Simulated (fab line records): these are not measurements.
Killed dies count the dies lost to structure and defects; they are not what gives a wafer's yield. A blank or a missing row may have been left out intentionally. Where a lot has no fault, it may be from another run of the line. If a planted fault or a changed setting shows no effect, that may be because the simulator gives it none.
fab line records	flow rit_cmos
record: lots: 6	wafers: 18	last_day: 7
route steps=202 shown PLDD@120 SPACER@125 NSD@131 PSD@142 SDANNEAL@153 M1@202
lots untouched by any fault: they come from a run of this same line in which no faults occurred
start_h: hours from the record's opening day to when the first of the lot's shown wafers began	wait_h: hours since the lot's step before	" the same as in the row above	L1.1+2: a single row standing in for several wafers	- value missing, or start not given	* or withheld: withheld	< > ~ a bound
route shown NAME@n: a module of which the file shows steps, and the number in the route of the first	usual: mean/standard deviation taken from wafers without a fault	same: alike in all rows	chamber/n: place in a boat	sites: the reading at each site	_std_site: standard deviation of those values	_edge_site: the outer-site mean with the inner-site mean subtracted	radius_mm: for every site, how far away it sits from the centre of the wafer	mask NAME#n: copy n	behind: the tool/chamber that last shaped the wafer	hold: reason for holding the lot/hours on hold/outcome of the hold	device: the transistor (n, p or np) that didn't switch	end of line: the route-end tests of the same wafers	for a step that has no rows: nothing shown but its recipe	killed: count of dies lost to structure and defects at first sort (not the wafer's yield)	map: a wafer's dies, x killed, . not, _ none there
set.NAME: the run value of the setting; set.NAME@STEP: its run value at that earlier step	model.NAME: the simulator's own value behind a step, which no gauge read
lots at selected steps of the route; one table per step, one row per wafer
services: the hour from which a tool's chamber was out of use, counted from the record's first day as start_h (under 0 if before that day), plus the number of hours and why
== steps ==
step: RIT_PLDD_OVL_MEAS_06
usual: PLDD_OVL: -0.5/1.4
lot.wafer	tool	chamber	start_h	wait_h	PLDD_OVL[nm]
L963.2	overlay-02	-	46.54	-	0.8
L963.3	"	-	"	"	-0.2
L963.5	"	-	"	"	0.7
L973.3	overlay-02	-	98.05	-	-1.4
L973.4	"	-	"	"	-1.3
L973.5	"	-	"	"	-2.3
L974.2	overlay-02	-	102.53	-	0.4
L974.4	"	-	"	"	-1.0
L974.6	"	-	"	"	-0.3
L979.1	overlay-02	-	123.70	-	-0.4
L979.2	"	-	"	"	0.2
L979.6	"	-	"	"	-0.2
L980.3	overlay-02	-	129.30	-	-2.9
L980.4	"	-	"	"	-4.0
L980.5	"	-	"	"	-2.4
L986.1	overlay-01	-	163.80	-	-2.3
L986.2	"	-	"	"	0.3
L986.6	"	-	"	"	-0.3
step: RIT_PLDD_HARDBAKE_07
recipe: resist: NOVOLAK	temp_c: 140	time_s: 60
step: RIT_PLDD_IMPLANT_08
recipe: species: BF2	energy_kev: 20	dose_cm2: 9e+14	tilt_deg: 7
step: RIT_PLDD_STRIP_09
recipe: chemistry: O2	time_s: 180	resist: NOVOLAK	platen_temp_c: withheld	power_w: 500	pressure_mtorr: 4000	o2_flow_sccm: 4000
usual: drypump_motor_current_A: 5.6/0.31	rf_refl_power_W: 6.0/0.81
lot.wafer	tool	chamber	start_h	wait_h	drypump_motor_current_A	rf_hours_counter_h	rf_refl_power_W
L963.2	plasma_asher-02	0	46.87	0.1	5.9	39	7.5
L963.3	"	0	"	"	5.9	-	7.6
L963.5	"	0	"	"	5.9	-	7.6
L973.3	plasma_asher-02	1	98.43	0.1	6.0	-	5.3
L973.4	"	0	"	"	5.9	-	7.6
L973.5	"	1	"	"	6.0	-	5.7
L974.2	plasma_asher-04	1	102.86	0.1	5.5	26	6.0
L974.4	"	1	"	"	5.5	-	6.0
L974.6	"	1	"	"	5.5	-	6.0
L979.1	plasma_asher-01	0	124.04	0.1	5.4	52	6.6
L979.2	"	1	"	"	4.8	52	5.5
L979.6	"	1	"	"	4.8	-	5.4
L980.3	plasma_asher-02	1	129.68	0.1	6.0	-	5.7
L980.4	"	0	"	"	5.9	-	7.4
L980.5	"	1	"	"	6.0	-	5.3
L986.1	plasma_asher-02	0	164.13	0.1	5.9	4	7.3
L986.2	"	1	"	"	6.0	4	5.9
L986.6	"	0	"	"	5.9	-	7.3
step: RIT_PLDD_TW_MEAS_10
usual: PLDD_TW: 2354/15
lot.wafer	tool	chamber	start_h	wait_h	PLDD_TW
L963.2	film_metro-04	-	47.05	0.1	2357
L963.3	"	-	"	"	2360
L963.5	"	-	"	"	2361
L973.3	film_metro-04	-	98.57	0.1	2369
L973.4	"	-	"	"	2351
L973.5	"	-	"	"	2363
L974.2	film_metro-03	-	103.05	0.1	2356
L974.4	"	-	"	"	2372
L974.6	"	-	"	"	2365
L979.1	film_metro-02	-	124.21	0.1	2337
L979.2	"	-	"	"	2340
L979.6	"	-	"	"	2338
L980.3	film_metro-04	-	129.82	0.1	2389
L980.4	"	-	"	"	2391
L980.5	"	-	"	"	2376
L986.1	film_metro-02	-	164.31	0.1	2341
L986.2	"	-	"	"	2333
L986.6	"	-	"	"	2335
step: RIT_SPACER_CLEAN_00
recipe: chemistry: SC1	mix: 3:3:50	time_s: 600	temp_c: 75
step: RIT_SPACER_CLEAN_01
recipe: chemistry: dHF	dilution: 50:1	time_s: 30
step: RIT_SPACER_CLEAN_02
recipe: chemistry: SC2	mix: 3:3:50	time_s: 600	temp_c: 75	dry: n2_spin
step: RIT_SPACER_CVD_03
recipe: material: Si3N4	target_thk_nm: 250	temp_c: 810	precursor: SiH2Cl2/NH3	time_s: 3300	pressure_mtorr: 289.8	sih2cl2_flow_sccm: 60	nh3_flow_sccm: 150
step: RIT_SPACER_THK_MEAS_04
recipe: reads: Si3N4_of_SPACER_CVD_03
usual: SPACER_NITRIDE_THK: 245.4/2.1
lot.wafer	tool	chamber	start_h	wait_h	SPACER_NITRIDE_THK[nm]
L963.2	film_metro-01	-	49.62	0.0	247.2
L963.3	"	-	"	"	246.4
L963.5	"	-	"	"	244.8
L973.3	film_metro-03	-	100.91	0.0	245.1
L973.4	"	-	"	"	247.2
L973.5	"	-	"	"	243.7
L974.2	film_metro-01	-	106.19	0.0	246.2
L974.4	"	-	"	"	246.8
L974.6	"	-	"	"	246.4
L979.1	film_metro-02	-	126.59	0.0	246.2
L979.2	"	-	"	"	246.1
L979.6	"	-	"	"	246.4
L980.3	film_metro-02	-	132.16	0.0	247.9
L980.4	"	-	"	"	248.0
L980.5	"	-	"	"	247.8
L986.1	film_metro-01	-	166.68	0.0	244.7
L986.2	"	-	"	"	240.4
L986.6	"	-	"	"	242.5
step: RIT_SPACER_ETCHBACK_05
recipe: target_depth_a: 2500	SF6_flow_sccm: 30	CHF3_flow_sccm: 30	target: Si3N4	chemistry: SF6/CHF3	pressure_mtorr: 40	rf_w: 250	time_s: 240	stop_on: SiO2
usual: drypump_motor_current_A: 5.5/0.48	oes_product_au: 0.833/0.016	rf_fwd_power_W: 249.2/0.75	throttle_valve_pct: 10.21/0.15
lot.wafer	tool	chamber	start_h	wait_h	drypump_motor_current_A	oes_product_au	rf_fwd_power_W	rf_hours_counter_h	throttle_valve_pct
L963.2	rie_diel-02	3	49.67	0.0	5.3	0.864	248.9	131	10.49
L963.3	"	0	"	"	6.3	0.860	248.4	3	10.59
L963.5	"	0	"	"	6.3	0.849	249.2	-	10.59
L973.3	rie_diel-03	0	100.95	0.0	5.7	0.835	249.6	121	10.07
L973.4	"	3	"	"	6.0	0.841	249.3	-	10.14
L973.5	"	1	"	"	4.6	0.817	248.7	-	10.03
L974.2	rie_diel-01	3	106.24	0.0	4.9	0.823	249.0	0	10.31
L974.4	"	0	"	"	5.7	0.815	249.5	109	10.07
L974.6	"	0	"	"	5.7	0.809	248.9	-	10.07
L979.1	rie_diel-01	0	126.65	0.1	5.7	0.810	249.6	110	10.07
L979.2	"	2	"	"	5.2	0.831	250.3	114	10.27
L979.6	"	2	"	"	5.2	0.829	250.1	-	10.24
L980.3	rie_diel-03	2	132.20	0.0	6.1	0.838	249.2	0	10.37
L980.4	"	3	"	"	6.0	0.855	248.6	-	10.15
L980.5	"	2	"	"	6.0	0.841	249.1	-	10.35
L986.1	rie_diel-03	2	166.74	0.1	6.1	0.832	249.8	1	10.35
L986.2	"	3	"	"	6.0	0.827	248.4	113	10.15
L986.6	"	1	"	"	4.6	0.829	249.8	-	10.04
step: RIT_NSD_HMDS_00
recipe: prime_time_s: 60	prime_temp_c: 140
step: RIT_NSD_COAT_01
recipe: resist: NOVOLAK	spin_rpm: 3250	resist_thk_nm: 1000
usual: chill_plate_temp_C: 23.00/0.1	dispense_pressure_kPa: 46.0/2.4	spin_speed_rpm: 3249.9/2.3
lot.wafer	tool	chamber	start_h	wait_h	chill_plate_temp_C	dispense_pressure_kPa	spin_speed_rpm
L963.2	litho_track-01	0	49.99	0.1	22.95	42.7	3248.4
L963.3	"	0	"	"	23.03	42.7	3252.0
L963.5	"	0	"	"	23.16	42.6	3249.7
L973.3	litho_track-02	-	101.30	0.1	-	-	-
L973.4	"	-	"	"	-	-	-
L973.5	"	-	"	"	-	-	-
L974.2	litho_track-02	-	106.56	0.1	-	-	-
L974.4	"	-	"	"	-	-	-
L974.6	"	-	"	"	-	-	-
L979.1	litho_track-02	0	126.95	0.1	23.12	48.0	3251.3
L979.2	"	0	"	"	23.13	47.9	3250.3
L979.6	"	0	"	"	22.93	48.0	3252.2
L980.3	litho_track-02	0	132.55	0.1	22.87	47.9	3246.3
L980.4	"	0	"	"	23.09	48.0	3251.0
L980.5	"	0	"	"	23.01	48.0	3245.7
L986.1	litho_track-02	0	167.16	0.1	23.22	48.0	3248.5
L986.2	"	0	"	"	23.14	48.0	3251.7
L986.6	"	0	"	"	23.16	48.0	3247.7
step: RIT_NSD_SOFTBAKE_02
recipe: resist: NOVOLAK	temp_c: 90	time_s: 60
step: RIT_NSD_EXPOSE_03
recipe: mask_id: M9	na: 0.57	target_cd_nm: 40700	dose_mj: 250
step: RIT_NSD_PEB_04
recipe: resist: NOVOLAK	temp_c: withheld	time_s: withheld
step: RIT_NSD_DEVELOP_05
recipe: resist: NOVOLAK	develop_time_s: 50	dev_temp_c: 23
step: RIT_NSD_OVL_MEAS_06
usual: NSD_OVL: -0.2/1.3
lot.wafer	tool	chamber	start_h	wait_h	NSD_OVL[nm]
L963.2	overlay-01	-	50.67	-	0.3
L963.3	"	-	"	"	-0.4
L963.5	"	-	"	"	-0.2
L973.3	overlay-02	-	102.09	-	-
L973.4	"	-	"	"	-
L973.5	"	-	"	"	-
L974.2	overlay-02	-	107.37	-	-
L974.4	"	-	"	"	-
L974.6	"	-	"	"	-
L979.1	overlay-02	-	127.65	-	-0.5
L979.2	"	-	"	"	-0.9
L979.6	"	-	"	"	-2.0
L980.3	overlay-02	-	133.34	-	-2.7
L980.4	"	-	"	"	-1.7
L980.5	"	-	"	"	-2.1
L986.1	overlay-01	-	167.93	-	0.3
L986.2	"	-	"	"	-0.5
L986.6	"	-	"	"	0.1
step: RIT_NSD_HARDBAKE_07
recipe: resist: NOVOLAK	temp_c: 140	time_s: 60
step: RIT_NSD_IMPLANT_08
recipe: species: P	energy_kev: 25	dose_cm2: 1e+15	tilt_deg: 7
step: RIT_NSD_STRIP_09
recipe: chemistry: O2	time_s: 180	resist: NOVOLAK	platen_temp_c: withheld	power_w: 500	pressure_mtorr: 4000	o2_flow_sccm: 4000
usual: drypump_motor_current_A: 5.7/0.3	rf_refl_power_W: 6.1/1.1
lot.wafer	tool	chamber	start_h	wait_h	drypump_motor_current_A	rf_hours_counter_h	rf_refl_power_W
L963.2	plasma_asher-02	0	51.00	0.1	5.9	40	7.8
L963.3	"	1	"	"	6.0	-	5.4
L963.5	"	1	"	"	6.0	-	5.4
L973.3	plasma_asher-02	0	102.47	0.1	5.9	-	6.9
L973.4	"	1	"	"	6.0	-	5.9
L973.5	"	0	"	"	5.9	-	7.3
L974.2	plasma_asher-02	0	107.70	0.1	5.9	46	7.4
L974.4	"	0	"	"	5.9	-	7.4
L974.6	"	1	"	"	6.0	-	6.0
L979.1	plasma_asher-04	0	127.98	0.1	5.5	29	4.9
L979.2	"	1	"	"	5.5	29	5.7
L979.6	"	0	"	"	5.6	-	5.1
L980.3	plasma_asher-04	1	133.72	0.1	5.5	-	6.4
L980.4	"	0	"	"	5.6	-	4.9
L980.5	"	1	"	"	5.5	-	6.2
L986.1	plasma_asher-04	0	168.27	0.1	5.6	33	5.0
L986.2	"	1	"	"	5.5	33	6.1
L986.6	"	1	"	"	5.5	-	6.1
step: RIT_NSD_TW_MEAS_10
usual: NSD_TW: 3127/21
lot.wafer	tool	chamber	start_h	wait_h	NSD_TW
L963.2	film_metro-04	-	51.19	0.1	3143
L963.3	"	-	"	"	3152
L963.5	"	-	"	"	3150
L973.3	film_metro-02	-	102.61	0.1	3101
L973.4	"	-	"	"	3111
L973.5	"	-	"	"	3108
L974.2	film_metro-02	-	107.89	0.1	3111
L974.4	"	-	"	"	3108
L974.6	"	-	"	"	3099
L979.1	film_metro-03	-	128.16	0.1	3148
L979.2	"	-	"	"	3137
L979.6	"	-	"	"	3144
L980.3	film_metro-03	-	133.86	0.1	3129
L980.4	"	-	"	"	3153
L980.5	"	-	"	"	3154
L986.1	film_metro-03	-	168.44	0.1	3150
L986.2	"	-	"	"	3159
L986.6	"	-	"	"	3150
step: RIT_PSD_HMDS_00
recipe: prime_time_s: 60	prime_temp_c: 140
step: RIT_PSD_COAT_01
recipe: resist: NOVOLAK	spin_rpm: 3250	resist_thk_nm: 1000
step: RIT_PSD_SOFTBAKE_02
recipe: resist: NOVOLAK	temp_c: 90	time_s: 60
step: RIT_PSD_EXPOSE_03
recipe: mask_id: M10	na: 0.57	target_cd_nm: 40900	dose_mj: 250
step: RIT_PSD_PEB_04
recipe: resist: NOVOLAK	temp_c: withheld	time_s: withheld
step: RIT_PSD_DEVELOP_05
recipe: resist: NOVOLAK	develop_time_s: 50	dev_temp_c: 23
step: RIT_PSD_OVL_MEAS_06
usual: PSD_OVL: 0.5/1.5
lot.wafer	tool	chamber	start_h	wait_h	PSD_OVL[nm]
L963.2	overlay-02	-	52.22	-	-0.7
L963.3	"	-	"	"	-1.8
L963.5	"	-	"	"	-0.9
L973.3	overlay-02	-	103.64	-	-0.6
L973.4	"	-	"	"	-2.4
L973.5	"	-	"	"	0.2
L974.2	overlay-01	-	108.79	-	3.7
L974.4	"	-	"	"	0.2
L974.6	"	-	"	"	1.5
L979.1	overlay-02	-	129.19	-	2.8
L979.2	"	-	"	"	2.8
L979.6	"	-	"	"	2.6
L980.3	overlay-01	-	134.76	-	1.2
L980.4	"	-	"	"	0.5
L980.5	"	-	"	"	0.3
L986.1	overlay-02	-	169.48	-	-0.5
L986.2	"	-	"	"	0.6
L986.6	"	-	"	"	0.0
step: RIT_PSD_HARDBAKE_07
recipe: resist: NOVOLAK	temp_c: 140	time_s: 60
step: RIT_PSD_IMPLANT_08
recipe: species: BF2	energy_kev: 27	dose_cm2: 4.93e+15	tilt_deg: 7
step: RIT_PSD_STRIP_09
recipe: chemistry: O2	time_s: 180	resist: NOVOLAK	platen_temp_c: withheld	power_w: 500	pressure_mtorr: 4000	o2_flow_sccm: 4000
usual: drypump_motor_current_A: 5.3/0.4	rf_refl_power_W: 6.0/1.1
lot.wafer	tool	chamber	start_h	wait_h	drypump_motor_current_A	rf_hours_counter_h	rf_refl_power_W
L963.2	plasma_asher-01	0	52.55	0.1	5.4	42	6.0
L963.3	"	1	"	"	4.8	-	5.5
L963.5	"	1	"	"	4.8	-	5.8
L973.3	plasma_asher-01	1	104.03	0.1	4.8	-	5.6
L973.4	"	0	"	"	5.4	-	6.2
L973.5	"	1	"	"	4.8	-	5.6
L974.2	plasma_asher-03	0	109.12	0.1	4.9	49	8.3
L974.4	"	1	"	"	5.9	-	5.1
L974.6	"	1	"	"	6.0	-	5.3
L979.1	plasma_asher-01	1	129.53	0.1	4.8	52	5.7
L979.2	"	0	"	"	5.4	52	6.1
L979.6	"	0	"	"	5.4	-	6.0
L980.3	plasma_asher-03	0	135.14	0.1	5.0	-	7.9
L980.4	"	1	"	"	5.9	-	5.1
L980.5	"	0	"	"	5.0	-	7.9
L986.1	plasma_asher-01	0	169.81	0.1	5.4	57	6.1
L986.2	"	1	"	"	4.8	57	5.3
L986.6	"	0	"	"	5.3	-	6.2
step: RIT_PSD_TW_MEAS_10
usual: PSD_TW: 3437/24
lot.wafer	tool	chamber	start_h	wait_h	PSD_TW
L963.2	film_metro-02	-	52.73	0.1	3426
L963.3	"	-	"	"	3404
L963.5	"	-	"	"	3413
L973.3	film_metro-04	-	104.16	0.1	3642
L973.4	"	-	"	"	3643
L973.5	"	-	"	"	3644
L974.2	film_metro-03	-	109.31	0.1	3660
L974.4	"	-	"	"	3668
L974.6	"	-	"	"	3656
L979.1	film_metro-02	-	129.70	0.1	3409
L979.2	"	-	"	"	3398
L979.6	"	-	"	"	3407
L980.3	film_metro-04	-	135.28	0.1	3465
L980.4	"	-	"	"	3475
L980.5	"	-	"	"	3477
L986.1	film_metro-02	-	169.99	0.1	3417
L986.2	"	-	"	"	3422
L986.6	"	-	"	"	3399
step: RIT_SDANNEAL_CLEAN_00
recipe: chemistry: SC1	mix: 3:3:50	time_s: 600	temp_c: 75
step: RIT_M1_PROBE_99
usual: killed_at_contacts: 0.0/0.2	killed_at_front_end: 6.6/2.9	killed_dies: 6.6/3	killed_on_rim: 1.7/1.4	killed_open: 3.4/2	killed_short: 3.2/2
same: gross_dies: 264	killed_at_M0_to_M3: 0	killed_at_M4_up: 0	killed_at_back_side: 0	killed_at_other: 0
lot.wafer	tool	chamber	start_h	wait_h	killed_at_contacts	killed_at_front_end	killed_dies	killed_on_rim	killed_open	killed_short
L973.3	prober-02	-	112.38	0.2	0	264	264	70	2	4
L973.4	prober-02	-	112.43	0.2	0	264	264	70	6	3
L973.5	prober-02	-	112.48	0.2	0	264	264	70	2	3
L974.2	prober-01	-	117.70	0.1	0	264	264	70	1	1
L974.4	prober-01	-	117.80	0.2	1	263	264	70	5	2
L974.6	prober-01	-	117.90	0.2	0	264	264	70	5	1
L986.1	prober-01	-	177.83	0.1	0	10	10	1	6	4
L986.2	prober-01	-	177.88	0.1	0	14	14	8	3	11
L986.6	prober-01	-	178.08	0.2	0	5	5	3	3	2
killed by level:class
L973.3 NSD:area_expose=258 GATE:geometric_particle:short=4 GATE:geometric_particle:open=1 SPACER:geometric_particle:open=1
L973.4 NSD:area_expose=255 GATE:geometric_particle:short=3 GATE:geometric_particle:open=2 FOX2:geometric_particle:open=1 REOX:geometric_particle:open=1 SPACER:geometric_particle:open=1 SILICIDE:geometric_particle:open=1
L973.5 NSD:area_expose=259 FOX2:geometric_particle:short=2 FOX2:geometric_particle:open=1 GATE:geometric_particle:open=1 SILICIDE:geometric_particle:short=1
L974.2 NSD:area_expose=262 FOX2:geometric_particle:open=1 REOX:geometric_particle:short=1
L974.4 NSD:area_expose=257 REOX:geometric_particle:open=2 FOX1:geometric_particle:short=1 SPACER:geometric_particle:open=1 SILICIDE:geometric_particle:short=1 SILICIDE:geometric_particle:open=1 CONTACT:geometric_particle:open=1
L974.6 NSD:area_expose=258 GATE:geometric_particle:open=2 SILICIDE:geometric_particle:open=2 ACTIVE:geometric_particle:open=1 GATE:geometric_particle:short=1
L986.1 GATE:geometric_particle:open=2 SPACER:geometric_particle:open=2 SILICIDE:geometric_particle:short=2 FOX2:geometric_particle:open=1 GATE:geometric_particle:short=1 SPACER:geometric_particle:short=1 SILICIDE:geometric_particle:open=1
L986.2 GATE:geometric_particle:short=3 FOX1:geometric_particle:short=2 SPACER:geometric_particle:short=2 SILICIDE:geometric_particle:open=2 ACTIVE:geometric_particle:short=1 FOX1:geometric_particle:open=1 FOX2:geometric_particle:short=1 REOX:geometric_particle:short=1
L986.6 SPACER:geometric_particle:open=2 FOX1:geometric_particle:short=1 REOX:geometric_particle:open=1 SILICIDE:geometric_particle:short=1
map L973.3 (x killed, . not)
________xxxxxxx_______
_____xxxxxxxxxxxxx____
____xxxxxxxxxxxxxxx___
___xxxxxxxxxxxxxxxxx__
__xxxxxxxxxxxxxxxxxxx_
__xxxxxxxxxxxxxxxxxxx_
_xxxxxxxxxxxxxxxxxxxxx
_xxxxxxxxxxxxxxxxxxxxx
_xxxxxxxxxxxxxxxxxxxxx
_xxxxxxxxxxxxxxxxxxxxx
__xxxxxxxxxxxxxxxxxxx_
__xxxxxxxxxxxxxxxxxxx_
___xxxxxxxxxxxxxxxxx__
____xxxxxxxxxxxxxxx___
_____xxxxxxxxxxxxx____
________xxxxxxx_______
map L974.2 (x killed, . not)
________xxxxxxx_______
_____xxxxxxxxxxxxx____
____xxxxxxxxxxxxxxx___
___xxxxxxxxxxxxxxxxx__
__xxxxxxxxxxxxxxxxxxx_
__xxxxxxxxxxxxxxxxxxx_
_xxxxxxxxxxxxxxxxxxxxx
_xxxxxxxxxxxxxxxxxxxxx
_xxxxxxxxxxxxxxxxxxxxx
_xxxxxxxxxxxxxxxxxxxxx
__xxxxxxxxxxxxxxxxxxx_
__xxxxxxxxxxxxxxxxxxx_
___xxxxxxxxxxxxxxxxx__
____xxxxxxxxxxxxxxx___
_____xxxxxxxxxxxxx____
________xxxxxxx_______
== services ==
tool	chamber	start_h	hours	kind
rie_diel-01	2	26.16	9.3	repair
rie_diel-01	-	29.30	2.1	repair
plasma_asher-04	-	33.20	1.2	repair
rie_diel-01	-	37.07	14.6	pm
plasma_asher-02	-	43.47	2.2	repair
plasma_asher-03	-	68.20	8.0	repair
plasma_asher-04	-	69.16	10.0	pm
plasma_asher-01	-	90.33	1.3	repair
rie_diel-01	1	91.97	6.0	repair
plasma_asher-04	-	95.39	2.0	repair
rie_diel-01	0	99.73	3.7	repair
rie_diel-01	-	108.20	0.7	repair
plasma_asher-02	-	108.75	9.0	pm
plasma_asher-02	0	108.75	9.0	vent_cycle
plasma_asher-02	1	108.75	9.0	vent_cycle
rie_diel-03	-	109.82	2.8	pm
plasma_asher-02	0	117.75	-	clean
plasma_asher-02	1	117.75	-	clean
rie_diel-01	1	123.27	3.6	repair
rie_diel-02	-	128.31	1.4	repair
rie_diel-02	2	131.29	5.3	repair
rie_diel-01	2	132.34	2.6	repair
plasma_asher-02	-	135.05	4.4	repair
rie_diel-03	3	141.57	7.8	repair
== key ==
first_sign: step: RIT_NSD_COAT_01	reading: tool_record	direction: missing
effect: step: RIT_NSD_OVL_MEAS_06	reading: NSD_OVL	direction: missing
effect: step: RIT_PSD_TW_MEAS_10	reading: PSD_TW	direction: up	sigmas: 9	usual: 3437	struck: 3652
effect: step: RIT_M1_PROBE_99	reading: killed_at_front_end	direction: up	sigmas: 88	usual: 6.6	struck: 263.8
more_kills_born_at: RIT_NSD_EXPOSE_03@iline_stepper-01: 777	RIT_NSD_EXPOSE_03@iline_stepper-02: 772
met_at RIT_NSD_COAT_01
struck_wafers L973.3,L973.4,L973.5,L974.2,L974.4,L974.6
tester_left_out L973,L974
fault: kind: skipped_step_whole	tool: litho_track-02	chamber: -	onset_h: 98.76	steps: RIT_NSD_COAT_01	scope: struck_lots_only
tester_left_out: of these lots the tester's yield and bins aren't shown, on N5 and GAA mostly nor the transistor test; their killed dies are dies lost to structure and defects alone, not to doping, threshold or leakage, so they don't give the yield
